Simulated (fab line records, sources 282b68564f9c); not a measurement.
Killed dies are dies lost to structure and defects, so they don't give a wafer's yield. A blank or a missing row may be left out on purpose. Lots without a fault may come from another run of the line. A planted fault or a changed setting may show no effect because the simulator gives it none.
Tool commonality check | flow rit_cmos | 13 lots, 42 wafers sampled

WHY IT WAS OPENED
At RIT_GATE_THK_MEAS_09 the reading GATE_POLY_THK is flagged on 1 of 13 lots. Wafers without a fault read 249.8 nm, standard deviation 2.5.
Rule: a lot is flagged when every wafer of it that has a number lies more than 4 standard deviations from that mean, or none has a number. The other lots count as sound.

lot  | measured    | on            | GATE_POLY_THK (nm), wafer by wafer  | flag
L708 | day 3 08:39 | film_metro-04 | 247.5 248.8 248.1                   |
L707 | day 3 08:40 | film_metro-01 | 254.0 250.9 252.0                   |
L710 | day 3 17:14 | film_metro-04 | 252.7 252.9 254.5                   |
L711 | day 4 02:11 | film_metro-02 | 246.3 247.6 243.2                   |
L712 | day 4 05:12 | film_metro-02 | 250.3 249.4 251.7                   |
L714 | day 4 07:17 | film_metro-02 | 251.3 251.5 249.3                   |
L715 | day 4 14:24 | film_metro-01 | 249.0 249.1 251.0                   |
L718 | day 5 03:25 | film_metro-01 | 249.5 248.2 249.5                   |
L719 | day 5 05:38 | film_metro-02 | 252.4 252.6 254.4                   |
L722 | day 5 21:30 | film_metro-01 | 250.7 249.9 250.3                   |
L723 | day 6 00:28 | film_metro-02 | 250.2 248.8 250.4                   |
L727 | day 7 01:55 | film_metro-04 | 309.5 305.8 309.3 309.2 305.7 309.2 | FLAGGED
L729 | day 7 10:58 | film_metro-02 | 253.6 251.7 252.1                   |
The numbers of the flagged lots are 308.1 nm on average: +58.3 nm against the usual, or +23 standard deviations.

WHICH TOOL RAN EACH LOT
The record holds 1 process step before the reading, out of a route of 202 steps. In each cell: the tool, then ch and the chambers that the sampled wafers went through, then the start.
lot  | flag    | RIT_GATE_CVD_08
L708 |         | lpcvd-02 ch 1, day 3 07:02
L707 |         | lpcvd-02 ch 0, day 3 07:02
L710 |         | lpcvd-01 ch 0, day 3 15:38
L711 |         | lpcvd-02 ch 1, day 4 00:32
L712 |         | lpcvd-02 ch 1, day 4 03:34
L714 |         | lpcvd-01 ch 1, day 4 05:40
L715 |         | lpcvd-01 ch 0, day 4 12:47
L718 |         | lpcvd-01 ch 0, day 5 01:47
L719 |         | lpcvd-01 ch 1, day 5 04:01
L722 |         | lpcvd-02 ch 1, day 5 19:52
L723 |         | lpcvd-01 ch 1, day 5 22:51
L727 | FLAGGED | lpcvd-01 ch 0, day 7 00:16
L729 |         | lpcvd-02 ch 0, day 7 09:21
What these steps do:
- RIT_GATE_CVD_08: deposits poly-Si from SiH4, target thk 250 nm, time 2220 s.
- RIT_GATE_THK_MEAS_09

FLAGGED OVER TOTAL, TOOL BY TOOL (the gauges that took the reading come last)
step                 | tool          | lots run | flagged | share of the flagged lots | sound lots run after its first flagged lot
RIT_GATE_CVD_08      | lpcvd-01      | 7        | 1       | all                       | 0
RIT_GATE_CVD_08      | lpcvd-02      | 6        | 0       | none                      | -
RIT_GATE_THK_MEAS_09 | film_metro-01 | 4        | 0       | none                      | -
RIT_GATE_THK_MEAS_09 | film_metro-02 | 6        | 0       | none                      | -
RIT_GATE_THK_MEAS_09 | film_metro-04 | 3        | 1       | all                       | 0

WHAT THE TABLE ALLOWS
2 rows of the table ran every flagged lot: lpcvd-01 at RIT_GATE_CVD_08, film_metro-04 at RIT_GATE_THK_MEAS_09.
- lpcvd-01 at RIT_GATE_CVD_08: 1 of its 7 lots flagged. Its last sound lot is L723 (day 5 22:51), its first flagged lot L727 (day 7 00:16): a fault that began between those two fits. Its own readings lie more than 4 standard deviations out on every wafer of the flagged lots: pressure_mtorr.
- film_metro-04 at RIT_GATE_THK_MEAS_09: 1 of its 3 lots flagged. Its last sound lot is L710 (day 3 17:14), its first flagged lot L727 (day 7 01:55): a fault that began between those two fits.
Counting lots can't tell these 2 tools apart, because each fits a fault that began at some hour. More lots, or a look at what each step does to the wafer, might.

WHAT THE SIMULATOR HAD PUT IN
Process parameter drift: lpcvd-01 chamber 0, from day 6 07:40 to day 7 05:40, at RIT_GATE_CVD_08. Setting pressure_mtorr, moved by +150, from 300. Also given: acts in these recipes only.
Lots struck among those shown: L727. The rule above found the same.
